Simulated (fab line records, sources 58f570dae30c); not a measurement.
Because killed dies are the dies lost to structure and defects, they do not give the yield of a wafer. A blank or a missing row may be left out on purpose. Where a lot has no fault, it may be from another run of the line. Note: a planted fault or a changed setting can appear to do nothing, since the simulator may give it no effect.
What tool caused it? / flow berkeley_cmos170 / 7 lots, 21 wafers sampled, at 1 step of a route of 331

== WHAT EACH GAUGE READ, for each wafer ==
UCB170_V1_OVL_MEAS_13.
lot=L866; measured=day 7 19:05; on=overlay-01; V1_OVL (nm)=2 1 6
lot=L867; measured=day 8 10:22; on=overlay-01; V1_OVL (nm)=2 -1 4
lot=L874; measured=day 9 11:32; on=overlay-02; V1_OVL (nm)=1 -10 1
lot=L879; measured=day 10 08:16; on=overlay-02; V1_OVL (nm)=1 7 -2
lot=L880; measured=day 10 11:01; on=overlay-01; V1_OVL (nm)=-2 1 -4
lot=L884; measured=day 11 11:15; on=overlay-01; V1_OVL (nm)=-1 4 2
lot=L887; measured=day 12 12:25; on=overlay-02; V1_OVL (nm)=-9 -6 -2

== WHICH TOOL RAN EACH LOT (tool, then ch and the chambers of the sampled wafers, then the start) ==
Record: no process step prior to these readings.

== THE ANSWER, worked out from the rows above alone ==
Rule: the usual values come from the lots themselves. Put in order of their means at a reading, lots are off if they are a third of the lots or fewer, leave a main group of 4 or more, and stand apart from it by a gap of 3 or more times the standard deviation of the main group's means; of several such gaps the widest counts. A main group whose means are all the same, to the digits that the tables above print for the reading, isn't used. Also off: a lot with no number at a reading for which 4 or more lots have one. The other lots that the step has rows for count as sound.
Nothing can be told from this: no lot is off at any reading shown.

== WHAT WAS PUT IN BY THE SIMULATOR ==
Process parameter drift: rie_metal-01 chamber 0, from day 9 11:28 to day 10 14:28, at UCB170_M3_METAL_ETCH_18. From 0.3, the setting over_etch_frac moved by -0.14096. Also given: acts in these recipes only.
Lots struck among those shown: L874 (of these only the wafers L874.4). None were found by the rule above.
